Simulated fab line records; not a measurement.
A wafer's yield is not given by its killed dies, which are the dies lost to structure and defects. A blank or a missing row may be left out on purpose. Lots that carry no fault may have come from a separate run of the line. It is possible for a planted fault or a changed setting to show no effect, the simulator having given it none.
fab line records -- flow berkeleyCmos170
record: lots: 15, wafers: 45, lastDay: 13
route steps=331 shown PWELL@50 PVT@119 M1@249 V2@295
lots with no fault: from the same line, run without faults
startH: the number of hours between the record's first day and the start of the first shown wafer of the lot -- waitH: hours since the lot's step before -- " as in the row above -- L1.1+2: one row covering several wafers at once -- - value missing, or start not given -- * or withheld: withheld -- < > ~ a bound
route shown NAME@n: NAME is a module with steps in the file, n the number in the route of the first one -- usual: the fault-free wafers' mean and standard deviation -- same: alike in all rows -- chamber/n: place in a boat -- sites: readings site by site -- _std_site: how widely they spread, as a standard deviation -- _edge_site: inner sites' mean taken away from outer sites' mean -- radiusMm: for every site, how far away it sits from the centre of the wafer -- mask NAME#n: copy n -- behind: the last tool/chamber to shape the wafer -- hold: reason for holding the lot/hours on hold/outcome of the hold -- device: whichever transistor did not switch (one of n, p or np) -- end of line: the route-end tests of the same wafers -- a step with no rows: only its recipe -- killed: the dies lost at the first sort to structure and to defects; this is not the yield of the wafer -- map: dies across one wafer; x = killed, . = not, _ = none there
set.NAME: setting as actually run; set.NAME@STEP: the setting as run at that earlier step -- model.NAME: the simulator's own value behind a step, which no gauge read
the route's steps for a sample of lots (tables are steps, rows are wafers)
services: when a tool's chamber went out of use (startH, in hours from the record's first day, below 0 if earlier), for how many hours, and the reason
== steps ==
step: UCB170_PWELL_STRIP_16
recipe: chemistry: O2, powerW: 400, pressureMtorr: 3500, platenTempC: withheld, o2FlowSccm: 400, overashFraction: 0.5
usual: drypumpMotorCurrentA: 5.6/0.35, oesProductAu: 0.721/0.0042, stripTimeToEndpointS: 18.10/0.079
lot.wafer,tool,chamber,startH,waitH,drypumpMotorCurrentA,oesProductAu,rfHoursCounterH,stripTimeToEndpointS
L972.1,plasmaAsher-03,1,58.98,0.1,5.4,0.715,30,18.04
L972.3,plasmaAsher-03,0,58.98,0.1,6.0,0.715,-,18.13
L972.4,plasmaAsher-03,1,58.98,0.1,5.4,0.724,-,18.07
L975.1,plasmaAsher-04,0,72.44,0.1,5.1,0.724,26,18.11
L975.3,plasmaAsher-04,0,72.44,0.1,5.1,0.720,-,18.12
L975.4,plasmaAsher-04,1,72.44,0.1,5.4,0.724,-,18.13
L974.3,plasmaAsher-03,1,72.75,0.1,5.4,0.716,-,18.05
L974.5,plasmaAsher-03,1,72.75,0.1,5.4,0.720,-,18.16
L974.6,plasmaAsher-03,0,72.75,0.1,6.0,0.725,-,17.98
L976.2,plasmaAsher-01,0,72.97,0.1,5.8,0.724,29,18.17
L976.3,plasmaAsher-01,1,72.97,0.1,6.1,0.722,-,18.25
L976.5,plasmaAsher-01,1,72.97,0.1,6.1,0.719,-,18.24
L977.3,plasmaAsher-04,1,93.43,0.1,5.4,0.726,-,18.21
L977.4,plasmaAsher-04,0,93.43,0.1,5.1,0.727,-,17.90
L977.6,plasmaAsher-04,0,93.43,0.1,5.1,0.724,-,18.12
L984.1,plasmaAsher-01,1,114.56,0.1,6.1,0.722,34,18.16
L984.3,plasmaAsher-01,1,114.56,0.1,6.1,0.718,-,18.01
L984.4,plasmaAsher-01,0,114.56,0.1,5.8,0.717,-,18.13
L983.1,plasmaAsher-03,0,115.08,0.1,5.9,0.722,36,18.08
L983.2,plasmaAsher-03,1,115.08,0.1,5.4,0.720,36,18.03
L983.6,plasmaAsher-03,0,115.08,0.1,5.9,0.717,-,18.16
L985.1,plasmaAsher-03,0,135.63,0.1,6.0,0.722,38,18.06
L985.2,plasmaAsher-03,1,135.63,0.1,5.4,0.720,38,18.04
L985.6,plasmaAsher-03,0,135.63,0.1,6.0,0.725,-,18.05
L988.2,plasmaAsher-01,1,140.76,0.1,6.1,0.728,37,18.14
L988.3,plasmaAsher-01,0,140.76,0.1,5.8,0.723,-,18.13
L988.4,plasmaAsher-01,1,140.76,0.1,6.1,0.724,-,18.09
L987.1,plasmaAsher-03,1,141.31,0.1,5.4,0.730,39,18.07
L987.2,plasmaAsher-03,0,141.31,0.1,5.9,0.728,39,17.92
L987.5,plasmaAsher-03,0,141.31,0.1,5.9,0.716,-,17.97
L989.1,plasmaAsher-01,0,152.83,0.1,5.8,0.728,39,18.08
L989.2,plasmaAsher-01,1,152.83,0.1,6.1,0.725,39,18.05
L989.3,plasmaAsher-01,0,152.83,0.1,5.8,0.722,-,18.07
L990.1,plasmaAsher-04,0,153.10,0.1,5.1,0.719,36,18.19
L990.2,plasmaAsher-04,1,153.10,0.1,5.4,0.719,36,17.97
L990.4,plasmaAsher-04,0,153.10,0.1,5.1,0.717,-,18.01
L993.1,plasmaAsher-01,1,164.69,0.1,6.1,0.712,40,18.01
L993.4,plasmaAsher-01,0,164.69,0.1,5.8,0.716,-,18.07
L993.5,plasmaAsher-01,0,164.69,0.1,5.8,0.721,-,17.99
L994.2,plasmaAsher-03,0,164.77,0.1,6.0,0.719,43,18.15
L994.3,plasmaAsher-03,0,164.77,0.1,6.0,0.726,-,18.10
L994.4,plasmaAsher-03,1,164.77,0.1,5.4,0.728,-,18.17
L995.3,plasmaAsher-04,0,173.53,0.1,5.1,0.727,-,17.91
L995.4,plasmaAsher-04,1,173.53,0.1,5.4,0.720,-,18.09
L995.5,plasmaAsher-04,1,173.53,0.1,5.4,0.715,-,18.13
step: UCB170_PVT_PEB_04
recipe: pebTempC: 130, pebTimeS: withheld, resist: KrF
usual: chillPlateTempC: 23.02/0.11, exhaustPa: 44.8/0.84, plateTempC: 130.00/0.15
lot.wafer,tool,chamber,startH,waitH,chillPlateTempC,exhaustPa,plateTempC
L972.1,lithoTrack-01,0,143,-,23.12,44.4,130.27
L972.3,lithoTrack-01,0,143,-,23.20,44.5,130.24
L972.4,lithoTrack-01,0,143,-,23.16,43.7,129.89
L975.1,lithoTrack-03,0,149.10,1.0,23.13,44.3,129.79
L975.3,lithoTrack-03,0,149.10,1.0,22.88,43.9,129.91
L975.4,lithoTrack-03,0,149.10,1.0,22.94,44.6,129.92
L976.2,lithoTrack-01,-,150,-,-,-,-
L976.3,lithoTrack-01,-,150,-,-,-,-
L976.5,lithoTrack-01,-,150,-,-,-,-
L974.3,lithoTrack-02,-,150,-,-,-,-
L974.5,lithoTrack-02,-,151,-,-,-,-
L974.6,lithoTrack-02,-,151,-,-,-,-
L977.3,lithoTrack-01,-,180.53,0.4,-,-,-
L977.4,lithoTrack-01,-,180.53,0.4,-,-,-
L977.6,lithoTrack-01,-,180.53,0.4,-,-,-
L984.1,lithoTrack-01,0,191.63,0.8,23.02,44.9,130.25
L984.3,lithoTrack-01,0,191.63,0.8,23.02,44.4,129.98
L984.4,lithoTrack-01,0,191.63,0.8,23.09,44.4,130.01
L983.1,lithoTrack-01,0,192.90,1.0,23.10,44.7,130.06
L983.2,lithoTrack-01,0,192.90,1.0,23.23,44.5,130.11
L983.6,lithoTrack-01,0,192.90,1.0,23.18,45.1,130.17
L985.1,lithoTrack-03,0,207.90,0.1,23.07,43.6,130.03
L985.2,lithoTrack-03,0,207.90,0.1,23.12,45.7,130.16
L985.6,lithoTrack-03,0,207.90,0.1,22.97,44.5,130.16
L988.2,lithoTrack-01,0,220.98,0.5,23.17,45.4,129.85
L988.3,lithoTrack-01,0,220.98,0.5,23.11,45.3,130.04
L988.4,lithoTrack-01,0,220.98,0.5,23.25,44.9,129.81
L987.1,lithoTrack-02,0,221.00,0.5,22.98,44.8,129.95
L987.2,lithoTrack-02,0,221.00,0.5,22.89,45.6,130.01
L987.5,lithoTrack-02,0,221.00,0.5,22.99,44.9,130.17
L989.1,lithoTrack-03,0,225.80,0.1,23.08,45.2,129.92
L989.2,lithoTrack-03,0,225.80,0.1,23.03,44.9,130.12
L989.3,lithoTrack-03,0,225.80,0.1,22.98,44.8,130.06
L990.1,lithoTrack-01,0,226.10,0.1,22.99,47.2,129.80
L990.2,lithoTrack-01,0,226.10,0.1,22.87,44.4,129.93
L990.4,lithoTrack-01,0,226.10,0.1,23.03,44.7,130.01
L993.1,lithoTrack-01,0,234.88,0.3,22.88,45.7,130.01
L993.4,lithoTrack-01,0,234.88,0.3,22.78,43.5,130.00
L993.5,lithoTrack-01,0,234.88,0.3,22.92,44.8,130.04
L994.2,lithoTrack-01,0,235.63,0.6,23.07,45.4,129.96
L994.3,lithoTrack-01,0,235.63,0.6,22.98,45.4,130.16
L994.4,lithoTrack-01,0,235.63,0.6,22.80,46.1,130.05
L995.3,lithoTrack-02,0,246.26,0.3,23.07,43.9,129.94
L995.4,lithoTrack-02,0,246.26,0.3,23.10,44.6,129.95
L995.5,lithoTrack-02,0,246.26,0.3,23.21,44.9,130.05
step: UCB170_M1_ETCH_11
recipe: chemistry: N2/H2, targetDepthA: withheld, overetchA: withheld, target: BARC, timeS: withheld, sourceW: 500, biasW: 100, pressureMtorr: 30, n2FlowSccm: 100, h2FlowSccm: 200
usual: drypumpMotorCurrentA: 6.0/0.55, n2FlowSccm: 99.99/0.28, oesProductAu: 1.007/0.022, throttleValvePct: 13.26/0.17
lot.wafer,tool,chamber,startH,waitH,drypumpMotorCurrentA,n2FlowSccm,oesProductAu,throttleValvePct
L975.1,rieDiel-02,1,187.72,0.0,6.6,100.14,0.981,13.34
L975.3,rieDiel-02,2,187.72,0.0,6.2,99.96,1.016,13.43
L975.4,rieDiel-02,0,187.72,0.0,5.8,99.94,1.032,13.42
L972.1,rieDiel-04,1,188.00,0.0,5.6,99.90,1.029,13.22
L972.3,rieDiel-04,3,188.00,0.0,5.3,100.09,1.034,13.04
L972.4,rieDiel-04,0,188.00,0.0,5.6,99.91,0.975,13.43
L976.2,rieDiel-02,1,188.27,0.0,6.6,99.43,0.986,13.33
L976.3,rieDiel-02,3,188.27,0.0,6.6,100.25,0.985,13.13
L976.5,rieDiel-02,1,188.27,0.0,6.6,100.04,0.973,13.33
L974.3,rieDiel-03,0,189.55,0.0,6.3,99.78,0.985,13.02
L974.5,rieDiel-03,3,189.55,0.0,6.4,99.76,1.021,13.23
L974.6,rieDiel-03,2,189.55,0.0,5.1,100.07,0.976,13.05
L977.3,rieDiel-03,2,222.21,0.0,5.0,99.66,1.005,13.04
L977.4,rieDiel-03,1,222.21,0.0,5.3,100.32,0.989,13.48
L977.6,rieDiel-03,0,222.21,0.0,6.3,100.22,0.992,13.03
L984.1,rieDiel-04,3,231.23,0.0,5.4,99.79,1.038,13.05
L984.3,rieDiel-04,2,231.23,0.0,6.6,100.30,0.994,13.50
L984.4,rieDiel-04,3,231.23,0.0,5.3,100.01,1.032,13.05
L983.1,rieDiel-04,2,231.78,0.0,6.6,100.14,1.006,13.50
L983.2,rieDiel-04,1,231.78,0.0,5.6,100.32,1.029,13.22
L983.6,rieDiel-04,3,231.78,0.0,5.3,100.24,1.043,13.06
L985.1,rieDiel-03,3,248.34,0.0,6.4,99.47,1.012,13.22
L985.2,rieDiel-03,1,248.34,0.0,5.2,99.96,0.992,13.49
L985.6,rieDiel-03,3,248.34,0.0,6.4,99.51,1.017,13.22
L990.1,rieDiel-02,3,278.01,0.0,6.5,100.13,1.000,13.13
L990.2,rieDiel-02,0,278.01,0.0,5.8,99.97,1.057,13.43
L990.4,rieDiel-02,1,278.01,0.0,6.6,99.93,0.976,13.33
L987.1,rieDiel-04,2,278.25,0.0,6.6,100.30,1.004,13.48
L987.2,rieDiel-04,3,278.25,0.0,5.3,99.95,1.043,13.06
L987.5,rieDiel-04,1,278.25,0.0,5.5,100.40,1.036,13.21
L988.2,rieDiel-03,1,278.49,0.0,5.2,100.29,0.990,13.49
L988.3,rieDiel-03,0,278.49,0.0,6.2,100.08,0.988,13.02
L988.4,rieDiel-03,1,278.49,0.0,5.2,100.19,0.993,13.47
L989.1,rieDiel-02,0,278.61,0.0,5.8,99.84,1.026,13.42
L989.2,rieDiel-02,1,278.61,0.0,6.6,99.91,0.971,13.33
L989.3,rieDiel-02,3,278.61,0.0,6.5,100.26,1.005,13.13
L994.2,rieDiel-03,1,286.71,0.0,5.2,100.22,0.991,13.51
L994.3,rieDiel-03,2,286.71,0.0,5.0,99.99,1.000,13.05
L994.4,rieDiel-03,0,286.71,0.0,6.2,99.83,1.002,13.02
L993.1,rieDiel-03,2,287.04,0.0,5.0,99.61,1.005,13.08
L993.4,rieDiel-03,0,287.04,0.0,6.2,100.03,0.991,13.03
L993.5,rieDiel-03,1,287.04,0.0,5.3,99.63,0.990,13.49
L995.3,rieDiel-02,3,302.56,0.0,6.5,99.99,1.005,13.13
L995.4,rieDiel-02,1,302.56,0.0,6.6,100.24,0.970,13.34
L995.5,rieDiel-02,0,302.56,0.0,5.8,99.82,1.045,13.43
step: UCB170_V2_BOW_MEAS_03
recipe: mode: bow
usual: V2_BOW: 35/7.3
lot.wafer,tool,chamber,startH,waitH,V2_BOW[um]
L972.1,filmMetro-03,-,199.25,0.2,33
L972.3,filmMetro-03,-,199.25,0.2,20
L972.4,filmMetro-03,-,199.25,0.2,25
L976.2,filmMetro-04,-,199.58,0.1,43
L976.3,filmMetro-04,-,199.58,0.1,34
L976.5,filmMetro-04,-,199.58,0.1,45
L975.1,filmMetro-03,-,199.74,0.1,23
L975.3,filmMetro-03,-,199.74,0.1,32
L975.4,filmMetro-03,-,199.74,0.1,18
L974.3,filmMetro-04,-,202.23,0.2,36
L974.5,filmMetro-04,-,202.23,0.2,40
L974.6,filmMetro-04,-,202.23,0.2,49
L977.3,filmMetro-01,-,229.60,0.2,43
L977.4,filmMetro-01,-,229.60,0.2,26
L977.6,filmMetro-01,-,229.60,0.2,43
L984.1,filmMetro-03,-,240.63,0.2,27
L984.3,filmMetro-03,-,240.63,0.2,27
L984.4,filmMetro-03,-,240.63,0.2,35
L983.1,filmMetro-03,-,242.59,0.1,39
L983.2,filmMetro-03,-,242.59,0.1,43
L983.6,filmMetro-03,-,242.59,0.1,30
L985.1,filmMetro-03,-,255.53,0.1,28
L985.2,filmMetro-03,-,255.53,0.1,36
L985.6,filmMetro-03,-,255.53,0.1,28
L990.1,filmMetro-03,-,290.51,0.2,37
L990.2,filmMetro-03,-,290.51,0.2,17
L990.4,filmMetro-03,-,290.51,0.2,25
L988.2,filmMetro-01,-,291.47,0.3,39
L988.3,filmMetro-01,-,291.47,0.3,34
L988.4,filmMetro-01,-,291.47,0.3,24
L987.1,filmMetro-01,-,292.11,0.1,30
L987.2,filmMetro-01,-,292.11,0.1,35
L987.5,filmMetro-01,-,292.11,0.1,36
L989.1,filmMetro-03,-,292.84,0.1,36
L989.2,filmMetro-03,-,292.84,0.1,42
L989.3,filmMetro-03,-,292.84,0.1,26
L994.2,filmMetro-01,-,300.92,0.3,28
L994.3,filmMetro-01,-,300.92,0.3,23
L994.4,filmMetro-01,-,300.92,0.3,24
L993.1,filmMetro-01,-,301.14,0.2,46
L993.4,filmMetro-01,-,301.14,0.2,56
L993.5,filmMetro-01,-,301.14,0.2,38
L995.3,filmMetro-04,-,312.98,0.1,39
L995.4,filmMetro-04,-,312.98,0.1,34
L995.5,filmMetro-04,-,312.98,0.1,31
== services ==
tool,chamber,startH,hours,kind
rieDiel-04,-,37.50,1.2,repair
rieDiel-02,1,42.19,8.1,repair
plasmaAsher-04,-,42.35,0.6,repair
rieDiel-02,3,71.68,5.4,repair
rieDiel-03,0,83.30,2.7,repair
rieDiel-03,1,85.97,-,clean
rieDiel-03,1,85.97,12.8,scheduledDown
rieDiel-03,1,85.97,12.8,ventCycle
rieDiel-03,1,105.89,2.8,repair
rieDiel-02,0,124.68,3.2,repair
rieDiel-02,2,132.69,4.3,repair
rieDiel-03,0,136.06,2.8,repair
rieDiel-03,2,138.59,14.5,repair
plasmaAsher-04,-,195.78,6.0,repair
rieDiel-04,0,199.30,53.6,repair
rieDiel-03,2,202.08,-,clean
rieDiel-03,2,202.08,14.5,scheduledDown
rieDiel-03,3,219.37,5.3,repair
plasmaAsher-04,-,231.39,4.7,repair
rieDiel-02,2,244.02,8.7,repair
rieDiel-02,1,244.05,3.3,repair
plasmaAsher-04,-,254.25,15.7,repair
rieDiel-03,2,258.21,23.7,repair
rieDiel-02,2,293.49,7.6,repair
== key ==
firstSign: step: UCB170_PVT_PEB_04, reading: toolRecord, direction: missing
effect none on later readings
metAt UCB170_PVT_PEB_04
struckLots L974,L976,L977
sortLeftOut L974.3,L974.5,L974.6,L976.2,L976.3,L976.5,L977.3,L977.4,L977.6
testerLeftOut L974,L976,L977
notActingAt UCB170_PWELL_STRIP_16,UCB170_M1_ETCH_11,UCB170_V2_BOW_MEAS_03
onsetBetween 143 150
fault: kind: skippedStepWhole, tool: lithoTrack-01,lithoTrack-02, chamber: -, onsetH: 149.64, steps: UCB170_PVT_PEB_04, scope: struckLotsOnly
testerLeftOut: of these lots the tester's yield and bins aren't shown, on N5 and GAA mostly nor the transistor test; their killed dies are dies lost to structure and defects alone, not to doping, threshold or leakage, so they don't give the yield
sortLeftOut: the simulated sort isn't trusted on such a fault, so these wafers' sort isn't shown, and their yield isn't known
